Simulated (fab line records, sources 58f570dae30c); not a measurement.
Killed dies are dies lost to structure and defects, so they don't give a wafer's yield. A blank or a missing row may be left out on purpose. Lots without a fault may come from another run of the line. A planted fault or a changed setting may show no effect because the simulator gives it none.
fab line records | flow berkeley_cmos170
record lots=5 wafers=15 last_day=13
route steps=331 shown SPACER@173 PSD@175 NSD@187 BACKSIDE@199 SDANNEAL@204 PLDD@208 NLDD@209 SILICIDE@210
lots that met no fault: from a run of the same line without faults
start_h: hours from the record's first day to the start of the lot's first wafer shown | wait_h: hours since the lot's step before | " the same as in the row above | L1.1+2: a row that stands for several wafers | - no value, or no start given | * or withheld: withheld | < > ~ a bound
route shown NAME@n: a module of which the file shows steps, and the number in the route of the first | usual: mean/standard deviation of fault-free wafers | same: alike in all rows | chamber/n: place in a boat | sites: the reading at each site | _std_site: their standard deviation | _edge_site: outer sites' mean less inner sites' | radius_mm: how far each site lies from the wafer's centre | mask NAME#n: copy n | behind: the tool/chamber that last shaped the wafer | hold: why the lot was held/for how many hours/how that ended | device: the transistor (n, p or np) that didn't switch | end of line: the same wafers' tests at the end of the route | a step without rows: its recipe alone | killed: dies lost to structure and defects at the first sort, not the wafer's yield | map: a wafer's dies, x killed, . not, _ none there
set.NAME: the setting as run; set.NAME@STEP: as run at that earlier step | model.NAME: the simulator's own value behind a step, which no gauge read
lots at some steps of the route; a table a step, a row a wafer
services: from which hour (start_h, from the record's first day; less than 0 if before it) a tool's chamber was out of use, for how many hours, and why
## steps
# step UCB170_SPACER_ANNEAL_02
# recipe temp_c=900 time_s=1800 ambient=N2
# usual spike_tc_load_C=924.4/2.1 spike_tc_source_C=924.3/2.5 zone_power_load_pct=27.4/1.6 zone_power_source_pct=25.1/1.3
# same time_s=1800
# columns lot.wafer tool chamber start_h wait_h spike_tc_load_C spike_tc_source_C zone_power_load_pct zone_power_source_pct
L087.2 furnace-02 0 248.46 4.4 923.9 926.6 24.2 27.1
L087.3 " 0 " " 923.3 925.9 24.3 27.2
L087.5 " 0 " " 924.5 924.6 24.7 27.0
L091.1 furnace-01 0 258.52 3.2 921.1 921.7 28.2 25.3
L091.2 " 0 " " 922.4 921.2 28.4 25.0
L091.5 " 0 " " 921.3 920.1 28.4 25.5
L092.1 furnace-01 0 258.52 4.9 923.3 922.2 28.2 25.1
L092.4 " 0 " " 924.8 921.7 28.6 25.4
L092.5 " 0 " " 924.5 921.4 28.3 25.8
L096.4 furnace-04 0 288.18 2.6 925.6 926.1 28.6 23.9
L096.5 " 0 " " 925.2 925.0 28.3 23.8
L096.6 " 0 " " 926.6 926.7 27.9 23.7
L097.4 furnace-04 0 288.18 2.0 926.7 927.1 27.8 24.0
L097.5 " 0 " " 926.8 926.4 27.7 23.8
L097.6 " 0 " " 925.9 925.9 27.8 23.7
# step UCB170_SPACER_ETCHBACK_03
# recipe stop_on=Si target=SiO2 chemistry=CHF3/CF4/Ar CHF3_flow_sccm=50 cf4_flow_sccm=10 Ar_flow_sccm=120 pressure_mtorr=200 rf_w=500 target_depth_a=3760 time_s=101.8
# usual drypump_motor_current_A=5.75/0.25 oes_product_au=0.893/0.018 throttle_valve_pct=6.47/0.11
# same time_s=101.8
# columns lot.wafer tool chamber start_h wait_h drypump_motor_current_A oes_product_au rf_hours_counter_h throttle_valve_pct
L087.2 rie_diel-01 3 249.96 0.0 5.84 0.865 56 6.52
L087.3 " 1 " " 5.90 0.891 9 6.57
L087.5 " 3 " " 5.82 0.895 - 6.51
L091.1 rie_diel-03 3 260.02 0.0 5.52 0.874 16 6.47
L091.2 " 2 " " 5.46 0.891 14 6.63
L091.5 " 3 " " 5.52 0.888 - 6.46
L092.1 rie_diel-01 0 260.02 0.0 6.09 0.873 102 6.23
L092.4 " 0 " " 6.08 0.885 - 6.24
L092.5 " 1 " " 5.88 0.879 - 6.55
L096.4 rie_diel-01 0 289.68 0.0 6.09 0.866 105 6.25
L096.5 " 1 " " 5.88 0.866 - 6.53
L096.6 " 2 " " 5.45 0.868 - 6.44
L097.4 rie_diel-03 3 289.68 0.0 5.50 0.911 18 6.46
L097.5 " 2 " " 5.44 0.932 - 6.62
L097.6 " 1 " " 6.31 0.904 - 6.31
# step UCB170_PSD_HMDS_00
# recipe prime_time_s=60 prime_temp_c=100
# columns lot.wafer tool chamber start_h wait_h
L087.2+3+5 litho_track-03 0 250.22 0.2
L091.1+2+5 litho_track-04 0 260.49 0.4
L092.1+4+5 litho_track-03 0 260.64 0.6
L096.4+5+6 litho_track-03 0 289.89 0.2
L097.4+5+6 litho_track-01 0 290.09 0.4
# step UCB170_PSD_COAT_01
# recipe resist=KrF spin_rpm=1500 resist_thk_nm=900
# columns lot.wafer tool chamber start_h wait_h
L087.2+3+5 litho_track-03 0 250.37 0.1
L091.1+2+5 litho_track-04 0 260.64 0.1
L092.1+4+5 litho_track-03 0 260.79 0.1
L096.4+5+6 litho_track-03 0 290.04 0.1
L097.4+5+6 litho_track-01 0 290.24 0.1
# step UCB170_PSD_SOFTBAKE_02
# recipe resist=KrF temp_c=130 time_s=60
# same time_s=60
# columns lot.wafer tool chamber start_h wait_h
L087.2+3+5 litho_track-03 0 250.52 0.1
L091.1+2+5 litho_track-04 0 260.79 0.1
L092.1+4+5 litho_track-03 0 260.94 0.1
L096.4+5+6 litho_track-03 0 290.19 0.1
L097.4+5+6 litho_track-01 0 290.39 0.1
# step UCB170_PSD_EXPOSE_03
# recipe mask_id=PSELECT_MOD na=0.5 sigma_outer=0.6 source_shape=conventional target_cd_nm=1200 dose_mj=30
# same sigma_outer=0.6
# columns lot.wafer tool chamber start_h wait_h mask
L087.2+3+5 krf_scanner-01 0 250.66 0.1 PSELECT_MOD#0
L091.1+2+5 krf_scanner-01 0 - - PSELECT_MOD#0
L092.1+4+5 krf_scanner-01 0 - - PSELECT_MOD#0
L096.4+5+6 krf_scanner-01 0 290.44 0.2 PSELECT_MOD#0
L097.4+5+6 krf_scanner-01 0 290.56 0.2 PSELECT_MOD#0
# step UCB170_PSD_PEB_04
# recipe peb_temp_c=130 peb_time_s=withheld resist=KrF
# columns lot.wafer tool chamber start_h wait_h
L087.2+3+5 litho_track-01 0 251.41 0.7
L091.1+2+5 litho_track-01 0 - -
L092.1+4+5 litho_track-03 0 - -
L096.4+5+6 litho_track-04 0 290.91 0.4
L097.4+5+6 litho_track-03 0 291.24 0.7
# step UCB170_PSD_DEVELOP_05
# recipe developer=TMAH develop_time_s=45 resist=KrF dev_temp_c=21
# columns lot.wafer tool chamber start_h wait_h
L087.2+3+5 litho_track-01 0 - -
L091.1+2+5 litho_track-01 0 - -
L092.1+4+5 litho_track-03 0 - -
L096.4+5+6 litho_track-04 0 - -
L097.4+5+6 litho_track-03 0 - -
# step UCB170_PSD_CD_MEAS_06
# recipe target_cd_nm=1200
# usual cd_nm=1199.9/1.7
# columns lot.wafer tool chamber start_h wait_h cd_nm
L087.2 cd_sem-01 - 251.74 - 1197.5
L087.3 " - " " 1197.1
L087.5 " - " " 1197.0
L091.1 cd_sem-01 - 262.50 - 1201.2
L091.2 " - " " 1199.7
L091.5 " - " " 1200.1
L092.1 cd_sem-02 - 262.54 - 1202.1
L092.4 " - " " 1201.2
L092.5 " - " " 1201.4
L096.4 cd_sem-01 - 291.17 - 1200.7
L096.5 " - " " 1200.6
L096.6 " - " " 1199.7
L097.4 cd_sem-01 - 291.50 - 1199.4
L097.5 " - " " 1199.5
L097.6 " - " " 1198.6
# step UCB170_PSD_OVL_MEAS_07
# usual PSD_OVL=-2/6.1
# columns lot.wafer tool chamber start_h wait_h PSD_OVL[nm]
L087.2 overlay-02 - 251.85 0.1 -13
L087.3 " - " " -8
L087.5 " - " " -5
L091.1 overlay-02 - 262.62 0.1 3
L091.2 " - " " -10
L091.5 " - " " 1
L092.1 overlay-01 - 262.66 0.1 -7
L092.4 " - " " 1
L092.5 " - " " -3
L096.4 overlay-01 - 291.25 0.1 4
L096.5 " - " " -8
L096.6 " - " " 4
L097.4 overlay-02 - 291.57 0.1 -11
L097.5 " - " " -10
L097.6 " - " " -6
# step UCB170_PSD_IMPLANT_08
# recipe species=B dose_cm2=3e+15 energy_kev=20 tilt_deg=7
# usual dose_ions_cm2=3.001e+15/3.4e+12
# columns lot.wafer tool chamber start_h wait_h dose_ions_cm2
L087.2 implanter-01 0 251.90 0.0 3e+15
L087.3 " 0 " " 2.994e+15
L087.5 " 0 " " 2.998e+15
L091.1 implanter-01 0 262.66 0.0 3.002e+15
L091.2 " 0 " " 3.007e+15
L091.5 " 0 " " 3.003e+15
L092.1 implanter-03 0 262.70 0.0 2.997e+15
L092.4 " 0 " " 3.005e+15
L092.5 " 0 " " 3.003e+15
L096.4 implanter-01 0 291.34 0.1 3.003e+15
L096.5 " 0 " " 3.004e+15
L096.6 " 0 " " 2.996e+15
L097.4 implanter-03 0 291.67 0.1 3.003e+15
L097.5 " 0 " " 3.005e+15
L097.6 " 0 " " 2.999e+15
# step UCB170_PSD_STRIP_09
# recipe chemistry=O2 power_w=400 pressure_mtorr=3500 platen_temp_c=withheld o2_flow_sccm=400 overash_fraction=0.5
# usual drypump_motor_current_A=6.1/0.62 oes_product_au=0.600/0.0045 strip_time_to_endpoint_s=29.38/0.069
# same overash_fraction=0.5
# columns lot.wafer tool chamber start_h wait_h drypump_motor_current_A oes_product_au rf_hours_counter_h strip_time_to_endpoint_s
L087.2 plasma_asher-02 0 252.03 0.1 6.6 0.599 50 29.43
L087.3 " 0 " " 6.6 0.598 - 29.33
L087.5 " 1 " " 5.3 0.602 - 29.44
L091.1 plasma_asher-04 1 262.81 0.1 5.4 0.605 15 29.37
L091.2 " 0 " " 6.6 0.602 15 29.34
L091.5 " 0 " " 6.6 0.599 - 29.32
L092.1 plasma_asher-03 1 262.85 0.1 6.8 0.596 58 29.38
L092.4 " 1 " " 6.8 0.601 - 29.41
L092.5 " 1 " " 6.8 0.598 - 29.39
L096.4 plasma_asher-03 1 291.45 0.1 6.8 0.596 - 29.31
L096.5 " 0 " " 6.0 0.598 - 29.41
L096.6 " 1 " " 6.8 0.596 - 29.47
L097.4 plasma_asher-02 1 291.77 0.1 5.3 0.604 - 29.43
L097.5 " 0 " " 6.6 0.601 - 29.38
L097.6 " 1 " " 5.3 0.606 - 29.45
# step UCB170_PSD_TW_MEAS_10
# usual PSD_TW=2331/12
# columns lot.wafer tool chamber start_h wait_h PSD_TW
L087.2 film_metro-03 - 252.14 0.1 2341
L087.3 " - " " 2335
L087.5 " - " " 2331
L091.1 film_metro-04 - 262.91 0.1 2331
L091.2 " - " " 2322
L091.5 " - " " 2309
L092.1 film_metro-03 - 262.95 0.1 2335
L092.4 " - " " 2343
L092.5 " - " " 2333
L096.4 film_metro-04 - 291.55 0.1 2332
L096.5 " - " " 2333
L096.6 " - " " 2327
L097.4 film_metro-03 - 291.87 0.1 2314
L097.5 " - " " 2331
L097.6 " - " " 2319
# step UCB170_PSD_CLEAN_11
# recipe chemistry=SPM temp_c=120 time_s=600
# same time_s=600
# columns lot.wafer tool chamber start_h wait_h
L087.2+3+5 wet_bench-02 0 252.19 0.0
L091.1+2+5 wet_bench-01 2 263.12 0.2
L092.1+4+5 wet_bench-01 1 263.12 0.2
L096.4+5+6 wet_bench-01 0 291.59 0.0
L097.4+5+6 wet_bench-03 1 291.90 0.0
# step UCB170_NSD_HMDS_00
# recipe prime_time_s=60 prime_temp_c=100
# columns lot.wafer tool chamber start_h wait_h
L087.2+3+5 litho_track-02 0 253.25 0.9
L091.1+2+5 litho_track-01 0 263.78 0.5
L092.1+4+5 litho_track-02 0 263.92 0.6
L096.4+5+6 litho_track-03 0 292.69 0.9
L097.4+5+6 litho_track-03 0 293.14 1.1
# step UCB170_NSD_COAT_01
# recipe resist=KrF spin_rpm=1500 resist_thk_nm=900
# columns lot.wafer tool chamber start_h wait_h
L087.2+3+5 litho_track-02 0 253.40 0.1
L091.1+2+5 litho_track-01 0 263.93 0.1
L092.1+4+5 litho_track-02 0 264.07 0.1
L096.4+5+6 litho_track-03 0 292.84 0.1
L097.4+5+6 litho_track-03 0 293.29 0.1
# step UCB170_NSD_SOFTBAKE_02
# recipe resist=KrF temp_c=130 time_s=60
# same time_s=60
# columns lot.wafer tool chamber start_h wait_h
L087.2+3+5 litho_track-02 0 253.55 0.1
L091.1+2+5 litho_track-01 0 264.08 0.1
L092.1+4+5 litho_track-02 0 264.22 0.1
L096.4+5+6 litho_track-03 0 292.99 0.1
L097.4+5+6 litho_track-03 0 293.44 0.1
# step UCB170_NSD_EXPOSE_03
# recipe mask_id=NSELECT_MOD na=0.5 sigma_outer=0.6 source_shape=conventional target_cd_nm=1200 dose_mj=30
# same sigma_outer=0.6
# columns lot.wafer tool chamber start_h wait_h mask
L087.2+3+5 krf_scanner-01 0 - - NSELECT_MOD#0
L091.1+2+5 krf_scanner-01 0 264.23 0.1 NSELECT_MOD#0
L092.1+4+5 krf_scanner-02 0 264.49 0.2 NSELECT_MOD#0
L096.4+5+6 krf_scanner-02 0 - - NSELECT_MOD#0
L097.4+5+6 krf_scanner-01 0 - - NSELECT_MOD#0
# step UCB170_NSD_PEB_04
# recipe peb_temp_c=130 peb_time_s=withheld resist=KrF
# columns lot.wafer tool chamber start_h wait_h
L087.2+3+5 litho_track-03 0 - -
L091.1+2+5 litho_track-01 0 264.95 0.7
L092.1+4+5 litho_track-01 0 265.23 0.7
L096.4+5+6 litho_track-02 0 - -
L097.4+5+6 litho_track-01 0 - -
# step UCB170_NSD_DEVELOP_05
# recipe developer=TMAH develop_time_s=45 resist=KrF dev_temp_c=21
# columns lot.wafer tool chamber start_h wait_h
L087.2+3+5 litho_track-03 0 - -
L091.1+2+5 litho_track-01 0 - -
L092.1+4+5 litho_track-01 0 - -
L096.4+5+6 litho_track-02 0 - -
L097.4+5+6 litho_track-01 0 - -
# step UCB170_NSD_CD_MEAS_06
# recipe target_cd_nm=1200
# usual cd_nm=1199.6/1.3
# columns lot.wafer tool chamber start_h wait_h cd_nm
L087.2 cd_sem-01 - 255.56 - 1198.5
L087.3 " - " " 1199.0
L087.5 " - " " 1197.0
L091.1 cd_sem-01 - 265.23 - 1200.1
L091.2 " - " " 1200.0
L091.5 " - " " 1198.5
L092.1 cd_sem-01 - 265.50 - 1198.8
L092.4 " - " " 1200.2
L092.5 " - " " 1199.0
L096.4 cd_sem-02 - 294.84 - 1200.0
L096.5 " - " " 1199.3
L096.6 " - " " 1200.4
L097.4 cd_sem-02 - 295.53 - 1199.8
L097.5 " - " " 1201.0
L097.6 " - " " 1200.7
# step UCB170_NSD_OVL_MEAS_07
# usual NSD_OVL=-2/5.1
# columns lot.wafer tool chamber start_h wait_h NSD_OVL[nm]
L087.2 overlay-02 - 255.67 0.1 4
L087.3 " - " " 1
L087.5 " - " " 7
L091.1 overlay-01 - 265.35 0.1 -8
L091.2 " - " " -9
L091.5 " - " " -10
L092.1 overlay-01 - 265.62 0.1 -5
L092.4 " - " " -5
L092.5 " - " " -7
L096.4 overlay-02 - 294.91 0.1 -3
L096.5 " - " " -2
L096.6 " - " " -7
L097.4 overlay-02 - 295.60 0.1 -2
L097.5 " - " " -2
L097.6 " - " " -7
# step UCB170_NSD_IMPLANT_08
# recipe species=P dose_cm2=3e+15 energy_kev=40 tilt_deg=7
# usual dose_ions_cm2=3e+15/3.5e+12
# columns lot.wafer tool chamber start_h wait_h dose_ions_cm2
L087.2 implanter-03 0 255.72 0.0 2.995e+15
L087.3 " 0 " " 3.003e+15
L087.5 " 0 " " 3.001e+15
L091.1 implanter-01 0 265.38 0.0 3.002e+15
L091.2 " 0 " " 2.998e+15
L091.5 " 0 " " 3e+15
L092.1 implanter-04 0 265.66 0.0 3.002e+15
L092.4 " 0 " " 2.998e+15
L092.5 " 0 " " 2.997e+15
L096.4 implanter-03 0 295.01 0.1 3.003e+15
L096.5 " 0 " " 3.002e+15
L096.6 " 0 " " 3.001e+15
L097.4 implanter-01 0 295.70 0.1 2.997e+15
L097.5 " 0 " " 2.999e+15
L097.6 " 0 " " 2.997e+15
# step UCB170_NSD_STRIP_09
# recipe chemistry=O2 power_w=400 pressure_mtorr=3500 platen_temp_c=withheld o2_flow_sccm=400 overash_fraction=0.5
# usual drypump_motor_current_A=6.0/0.55 oes_product_au=0.534/0.0045 strip_time_to_endpoint_s=35.83/0.066
# same overash_fraction=0.5
# columns lot.wafer tool chamber start_h wait_h drypump_motor_current_A oes_product_au rf_hours_counter_h strip_time_to_endpoint_s
L087.2 plasma_asher-02 0 255.85 0.1 6.5 0.535 51 35.84
L087.3 " 1 " " 5.2 0.546 - 35.88
L087.5 " 1 " " 5.2 0.527 - 35.93
L091.1 plasma_asher-02 0 265.53 0.1 6.6 0.528 52 35.86
L091.2 " 1 " " 5.3 0.530 52 35.77
L091.5 " 1 " " 5.3 0.536 - 35.84
L092.1 plasma_asher-04 0 265.81 0.1 6.6 0.542 15 35.86
L092.4 " 0 " " 6.6 0.540 - 35.84
L092.5 " 0 " " 6.6 0.528 - 35.82
L096.4 plasma_asher-04 1 295.12 0.1 5.3 0.530 - 35.75
L096.5 " 1 " " 5.4 0.533 - 35.70
L096.6 " 0 " " 6.6 0.536 - 35.73
L097.4 plasma_asher-01 1 295.81 0.1 6.3 0.541 - 35.72
L097.5 " 0 " " 6.0 0.528 - 35.78
L097.6 " 1 " " 6.3 0.534 - 35.81
# step UCB170_NSD_TW_MEAS_10
# usual NSD_TW=4186/23
# columns lot.wafer tool chamber start_h wait_h NSD_TW
L087.2 film_metro-01 - 255.96 0.1 4212
L087.3 " - " " 4208
L087.5 " - " " 4223
L091.1 film_metro-03 - 265.63 0.1 4204
L091.2 " - " " 4173
L091.5 " - " " 4160
L092.1 film_metro-01 - 265.91 0.1 4159
L092.4 " - " " 4166
L092.5 " - " " 4158
L096.4 film_metro-04 - 295.21 0.1 4163
L096.5 " - " " 4182
L096.6 " - " " 4158
L097.4 film_metro-01 - 295.90 0.1 4201
L097.5 " - " " 4207
L097.6 " - " " 4212
# step UCB170_NSD_CLEAN_11
# recipe chemistry=SPM temp_c=120 time_s=600
# same time_s=600
# columns lot.wafer tool chamber start_h wait_h
L087.2+3+5 wet_bench-04 1 256.17 0.2
L091.1+2+5 wet_bench-03 0 265.69 0.1
L092.1+4+5 wet_bench-03 2 266.08 0.2
L096.4+5+6 wet_bench-04 1 295.24 0.0
L097.4+5+6 wet_bench-01 2 298.82 2.9
# step UCB170_BACKSIDE_HMDS_00
# recipe prime_time_s=60 prime_temp_c=100
# columns lot.wafer tool chamber start_h wait_h
L087.2+3+5 litho_track-01 0 256.76 0.4
L091.1+2+5 litho_track-02 0 266.09 0.2
L092.1+4+5 litho_track-02 0 266.54 0.3
L096.4+5+6 litho_track-04 0 296.44 1.0
L097.4+5+6 litho_track-02 0 299.07 0.1
# step UCB170_BACKSIDE_COAT_01
# recipe resist=KrF spin_rpm=1500 resist_thk_nm=900
# columns lot.wafer tool chamber start_h wait_h
L087.2+3+5 litho_track-01 0 256.91 0.1
L091.1+2+5 litho_track-02 0 266.24 0.1
L092.1+4+5 litho_track-02 0 266.69 0.1
L096.4+5+6 litho_track-04 0 296.59 0.1
L097.4+5+6 litho_track-02 0 299.22 0.1
# step UCB170_BACKSIDE_SOFTBAKE_02
# recipe resist=KrF temp_c=130 time_s=60
# same time_s=60
# columns lot.wafer tool chamber start_h wait_h
L087.2+3+5 litho_track-01 0 257.06 0.1
L091.1+2+5 litho_track-02 0 266.39 0.1
L092.1+4+5 litho_track-02 0 266.84 0.1
L096.4+5+6 litho_track-04 0 296.74 0.1
L097.4+5+6 litho_track-02 0 299.37 0.1
# step UCB170_BACKSIDE_STRIP_03
# recipe chemistry=O2 power_w=400 pressure_mtorr=3500 platen_temp_c=withheld o2_flow_sccm=400 overash_fraction=0.5
# usual drypump_motor_current_A=6.2/0.44 oes_product_au=0.734/0.0042 strip_time_to_endpoint_s=21.98/0.065
# same overash_fraction=0.5
# columns lot.wafer tool chamber start_h wait_h drypump_motor_current_A oes_product_au rf_hours_counter_h strip_time_to_endpoint_s
L087.2 plasma_asher-01 0 257.18 0.1 6.1 0.729 48 22.03
L087.3 " 0 " " 6.0 0.723 - 22.00
L087.5 " 0 " " 6.0 0.738 - 21.98
L091.1 plasma_asher-03 0 266.54 0.1 6.0 0.739 59 21.89
L091.2 " 1 " " 6.8 0.731 59 21.91
L091.5 " 1 " " 6.8 0.737 - 21.99
L092.1 plasma_asher-01 0 266.99 0.1 6.0 0.733 49 22.13
L092.4 " 1 " " 6.3 0.736 - 22.11
L092.5 " 0 " " 6.0 0.733 - 21.97
L096.4 plasma_asher-04 0 296.85 0.1 6.6 0.734 - 21.95
L096.5 " 1 " " 5.4 0.737 - 21.95
L096.6 " 0 " " 6.6 0.735 - 21.92
L097.4 plasma_asher-01 1 299.48 0.1 6.3 0.733 - 22.02
L097.5 " 0 " " 6.0 0.733 - 21.95
L097.6 " 1 " " 6.3 0.731 - 22.03
# step UCB170_BACKSIDE_CLEAN_04
# recipe chemistry=SPM temp_c=120 time_s=600
# same time_s=600
# columns lot.wafer tool chamber start_h wait_h
L087.2+3+5 wet_bench-04 3 257.41 0.2
L091.1+2+5 wet_bench-04 1 266.80 0.2
L092.1+4+5 wet_bench-04 3 267.09 0.1
L096.4+5+6 wet_bench-02 2 296.91 0.0
L097.4+5+6 wet_bench-04 1 299.73 0.2
# step UCB170_SDANNEAL_RTA_00
# recipe temp_c=900 time_s=10.41 ambient=N2
# usual lamp_power_pct=23.8/0.78 wafer_temp_C_max=903.9/1.1
# same time_s=10.41
# columns lot.wafer tool chamber start_h wait_h lamp_power_pct wafer_temp_C_max
L087.2 rtp_anneal-02 0 257.59 0.0 24.7 904.1
L087.3 " 0 " " 24.7 904.1
L087.5 " 0 " " 24.7 905.6
L091.1 rtp_anneal-01 0 266.98 0.0 23.1 902.7
L091.2 " 0 " " 23.1 903.3
L091.5 " 0 " " 23.1 904.3
L092.1 rtp_anneal-02 0 267.27 0.0 24.7 907.2
L092.4 " 0 " " 24.6 903.9
L092.5 " 0 " " 24.7 904.9
L096.4 rtp_anneal-02 0 297.15 0.0 24.7 902.7
L096.5 " 0 " " 24.7 904.9
L096.6 " 0 " " 24.7 904.4
L097.4 rtp_anneal-01 0 299.97 0.1 23.1 903.8
L097.5 " 0 " " 23.1 903.7
L097.6 " 0 " " 23.1 903.5
# step UCB170_SDANNEAL_RTA_01
# recipe temp_c=1050 time_s=5 ambient=N2
# usual lamp_power_pct=36.8/1.2 wafer_temp_C_max=1054.5/1.1
# same time_s=5
# columns lot.wafer tool chamber start_h wait_h lamp_power_pct wafer_temp_C_max
L087.2 rtp_anneal-02 0 257.66 0.1 38.2 1056.5
L087.3 " 0 " " 38.2 1056.2
L087.5 " 0 " " 38.1 1055.7
L091.1 rtp_anneal-01 0 267.05 0.1 35.7 1055.0
L091.2 " 0 " " 35.7 1053.2
L091.5 " 0 " " 35.7 1055.2
L092.1 rtp_anneal-02 0 267.34 0.1 38.1 1055.8
L092.4 " 0 " " 38.2 1056.6
L092.5 " 0 " " 38.1 1055.5
L096.4 rtp_anneal-02 0 297.22 0.1 38.1 1055.9
L096.5 " 0 " " 38.2 1054.3
L096.6 " 0 " " 38.2 1055.5
L097.4 rtp_anneal-01 0 300.09 0.1 35.8 1054.2
L097.5 " 0 " " 35.8 1053.2
L097.6 " 0 " " 35.8 1054.1
# step UCB170_SDANNEAL_RS_MEAS_02
# recipe thk_meas_gauge=four-point-probe
# usual PSD_RS=75.6/0.31
# columns lot.wafer tool chamber start_h wait_h PSD_RS[ohm/sq]
L087.2 film_metro-03 - 257.73 0.1 75.1
L087.3 " - " " 75.1
L087.5 " - " " 75.1
L091.1 film_metro-04 - 267.10 0.0 75.6
L091.2 " - " " 75.9
L091.5 " - " " 75.6
L092.1 film_metro-03 - 267.39 0.0 75.4
L092.4 " - " " 75.4
L092.5 " - " " 75.3
L096.4 film_metro-03 - 297.31 0.1 75.4
L096.5 " - " " 75.0
L096.6 " - " " 74.9
L097.4 film_metro-01 - 300.57 0.5 75.8
L097.5 " - " " 75.7
L097.6 " - " " 75.5
# step UCB170_SDANNEAL_RS_MEAS_03
# recipe thk_meas_gauge=four-point-probe
# usual NSD_RS=37.27/0.099
# columns lot.wafer tool chamber start_h wait_h NSD_RS[ohm/sq]
L087.2 film_metro-03 - 257.85 0.1 37.15
L087.3 " - " " 37.26
L087.5 " - " " 37.17
L091.1 film_metro-04 - 267.22 0.1 37.22
L091.2 " - " " 37.30
L091.5 " - " " 37.26
L092.1 film_metro-03 - 267.51 0.1 37.23
L092.4 " - " " 37.23
L092.5 " - " " 37.19
L096.4 film_metro-03 - 297.43 0.1 37.16
L096.5 " - " " 37.26
L096.6 " - " " 37.25
L097.4 film_metro-01 - 300.69 0.1 37.25
L097.5 " - " " 37.16
L097.6 " - " " 37.13
# step UCB170_SDANNEAL_RS_MEAS_04
# recipe thk_meas_gauge=four-point-probe
# usual PLDD_RS=1032.6/2.2
# columns lot.wafer tool chamber start_h wait_h PLDD_RS[ohm/sq]
L087.2 film_metro-03 - 257.97 0.1 1030.8
L087.3 " - " " 1032.0
L087.5 " - " " 1029.5
L091.1 film_metro-04 - 267.34 0.1 1032.0
L091.2 " - " " 1034.5
L091.5 " - " " 1033.0
L092.1 film_metro-03 - 267.63 0.1 1030.2
L092.4 " - " " 1030.5
L092.5 " - " " 1028.1
L096.4 film_metro-03 - 297.55 0.1 1031.7
L096.5 " - " " 1033.5
L096.6 " - " " 1032.2
L097.4 film_metro-01 - 300.81 0.1 1029.6
L097.5 " - " " 1030.1
L097.6 " - " " 1028.4
# step UCB170_SDANNEAL_RS_MEAS_05
# recipe thk_meas_gauge=four-point-probe
# usual NLDD_RS=616.5/1.5
# columns lot.wafer tool chamber start_h wait_h NLDD_RS[ohm/sq]
L087.2 film_metro-03 - 258.09 0.1 618.4
L087.3 " - " " 619.0
L087.5 " - " " 618.7
L091.1 film_metro-04 - 267.46 0.1 618.2
L091.2 " - " " 618.8
L091.5 " - " " 619.0
L092.1 film_metro-03 - 267.75 0.1 615.3
L092.4 " - " " 614.8
L092.5 " - " " 612.5
L096.4 film_metro-03 - 297.67 0.1 616.8
L096.5 " - " " 616.9
L096.6 " - " " 617.4
L097.4 film_metro-01 - 300.93 0.1 615.8
L097.5 " - " " 614.5
L097.6 " - " " 616.7
# step UCB170_SILICIDE_PRE_CLEAN_00
# recipe gas=Ar preclean_etch_time_s=60
# columns lot.wafer tool chamber start_h wait_h
L087.2+3+5 pvd_sputter-02 - 258.19 0.1
L091.1+2+5 pvd_sputter-01 - 267.58 0.1
L092.1+4+5 pvd_sputter-03 - 267.87 0.1
L096.4+5+6 pvd_sputter-02 - 297.73 0.0
L097.4+5+6 pvd_sputter-01 - 300.99 0.0
# step UCB170_SILICIDE_SPUTTER_01
# recipe material=Ti target_thk_nm=30 time_s=25 power_w=1500 chamber_pressure_pa=0.5
# usual throttle_valve_pct=30.4/0.89
# same time_s=25
# columns lot.wafer tool chamber start_h wait_h throttle_valve_pct
L087.2 pvd_sputter-02 - 258.26 0.0 30.8
L087.3 " - " " 30.7
L087.5 " - " " 31.1
L091.1 pvd_sputter-01 - 267.65 0.0 28.9
L091.2 " - " " 28.4
L091.5 " - " " 32.0
L092.1 pvd_sputter-03 - 267.94 0.0 30.2
L092.4 " - " " 30.0
L092.5 " - " " 30.4
L096.4 pvd_sputter-02 - 297.79 0.0 30.9
L096.5 " - " " 31.0
L096.6 " - " " 30.8
L097.4 pvd_sputter-01 - 301.05 0.0 28.9
L097.5 " - " " 32.1
L097.6 " - " " 31.3
# step UCB170_SILICIDE_RS_MEAS_02
# recipe thk_meas_gauge=four-point-probe reads=Ti_of_SILICIDE_SPUTTER_01
# usual SILICIDE_TI_RS=26.1/0.38
# columns lot.wafer tool chamber start_h wait_h SILICIDE_TI_RS[ohm/sq]
L087.2 film_metro-02 - 258.42 0.1 25.5
L087.3 " - " " 25.8
L087.5 " - " " 26.2
L091.1 film_metro-02 - 267.68 0.0 25.9
L091.2 " - " " 26.0
L091.5 " - " " 25.9
L092.1 film_metro-04 - 267.97 0.0 25.7
L092.4 " - " " 26.1
L092.5 " - " " 26.0
L096.4 film_metro-04 - 297.88 0.1 25.9
L096.5 " - " " 26.1
L096.6 " - " " 25.7
L097.4 film_metro-02 - 301.14 0.1 27.2
L097.5 " - " " 26.8
L097.6 " - " " 26.6
# step UCB170_SILICIDE_THK_MEAS_03
# recipe thk_meas_gauge=xrf reads=Ti_of_SILICIDE_SPUTTER_01
# usual SILICIDE_TI_THK=30.0/0.38
# columns lot.wafer tool chamber start_h wait_h SILICIDE_TI_THK[nm]
L087.2 film_metro-02 - 258.53 0.1 30.8
L087.3 " - " " 30.7
L087.5 " - " " 30.3
L091.1 film_metro-02 - 267.80 0.1 30.3
L091.2 " - " " 30.3
L091.5 " - " " 30.4
L092.1 film_metro-04 - 268.09 0.1 30.4
L092.4 " - " " 30.2
L092.5 " - " " 30.2
L096.4 film_metro-04 - 297.97 0.1 30.3
L096.5 " - " " 30.1
L096.6 " - " " 30.7
L097.4 film_metro-02 - 301.23 0.1 28.9
L097.5 " - " " 29.3
L097.6 " - " " 29.6
## services
# columns tool chamber start_h hours kind
implanter-03 - 228.13 2.7 repair
krf_scanner-01 - 229.68 1.0 pm
krf_scanner-02 - 231.29 1.6 repair
pvd_sputter-02 - 231.50 1.5 repair
implanter-03 - 235.78 2.2 repair
rie_diel-03 1 245.83 14.5 repair
rie_diel-01 2 246.21 - clean
rie_diel-01 2 246.21 28.3 scheduled_down
rie_diel-01 2 246.21 28.3 vent_cycle
rtp_anneal-01 - 246.51 3.7 pm
krf_scanner-02 - 254.92 0.8 pm
furnace-02 - 258.29 2.6 pm
plasma_asher-04 - 260.18 1.7 repair
plasma_asher-04 - 269.85 2.6 repair
implanter-03 - 269.86 1.2 repair
furnace-01 - 276.81 2.6 pm
krf_scanner-02 - 278.42 1.3 pm
krf_scanner-02 - 289.75 1.0 pm
furnace-04 - 300.70 4.5 pm
pvd_sputter-03 - 300.83 2.5 repair
## key
fault none
